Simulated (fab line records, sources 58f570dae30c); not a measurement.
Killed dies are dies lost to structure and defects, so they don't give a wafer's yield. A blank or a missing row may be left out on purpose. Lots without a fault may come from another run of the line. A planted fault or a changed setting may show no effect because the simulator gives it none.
Which tool did it? | flow berkeley_cmos170 | 7 lots, 21 wafers sampled, at 2 steps of a route of 331

WHAT THE GAUGES READ, wafer by wafer
UCB170_NVT_TW_MEAS_09.
lot  | measured     | on            | NVT_TW
L833 | day 5 11:29  | film_metro-01 | 523.1 527.7 521.9
L835 | day 5 21:19  | film_metro-01 | 524.7 524.3 521.9
L838 | day 6 10:07  | film_metro-03 | 526.2 526.2 524.2
L843 | day 7 22:25  | film_metro-02 | 524.1 522.2 523.9
L845 | day 8 03:27  | film_metro-01 | 521.1 521.0 522.4
L852 | day 10 00:05 | film_metro-03 | 525.2 526.6 525.4
L856 | day 10 07:16 | film_metro-03 | 30.1 30.0 30.1

WHICH TOOL RAN EACH LOT (tool, then ch and the chambers of the sampled wafers, then the start)
lot  | UCB170_NVT_DEVELOP_05
L833 | litho_track-03 ch 0, day 5 11:00
L835 | litho_track-03 ch 0, day 5 20:00
L838 | litho_track-03 ch 0, day 6 09:00
L843 | litho_track-04 ch 0, day 7 22:00
L845 | litho_track-03 ch 0, day 8 03:00
L852 | litho_track-03 ch 0, day 9 23:00
L856 | litho_track-01 ch 0, day 10 06:00
- UCB170_NVT_DEVELOP_05: develop time 45 s.

THE ANSWER, worked out from the rows above alone
Rule: what is usual is taken from the lots themselves. Put in order of their means at a reading, lots are off if they are a third of the lots or fewer, leave a main group of 4 or more, and stand apart from it by a gap of 3 or more times the standard deviation of the main group's means; of several such gaps the widest counts. A main group whose means are all the same, to the digits that the tables above print for the reading, isn't used. A lot without any number at a reading at which 4 lots or more have one is off too. The other lots that the step has rows for count as sound.
Off: L856, at UCB170_NVT_TW_MEAS_09 (NVT_TW). The main group: mean 524.0, standard deviation 1.4.
A tool fits if, at a process step before that reading, it ran every lot that is off, and no sound lot after the first of them. The gauges at UCB170_NVT_TW_MEAS_09 are tried like those tools. Can't be told from this: 2 tools fit, litho_track-01 at UCB170_NVT_DEVELOP_05, film_metro-03 at UCB170_NVT_TW_MEAS_09.

WHAT THE SIMULATOR HAD PUT IN
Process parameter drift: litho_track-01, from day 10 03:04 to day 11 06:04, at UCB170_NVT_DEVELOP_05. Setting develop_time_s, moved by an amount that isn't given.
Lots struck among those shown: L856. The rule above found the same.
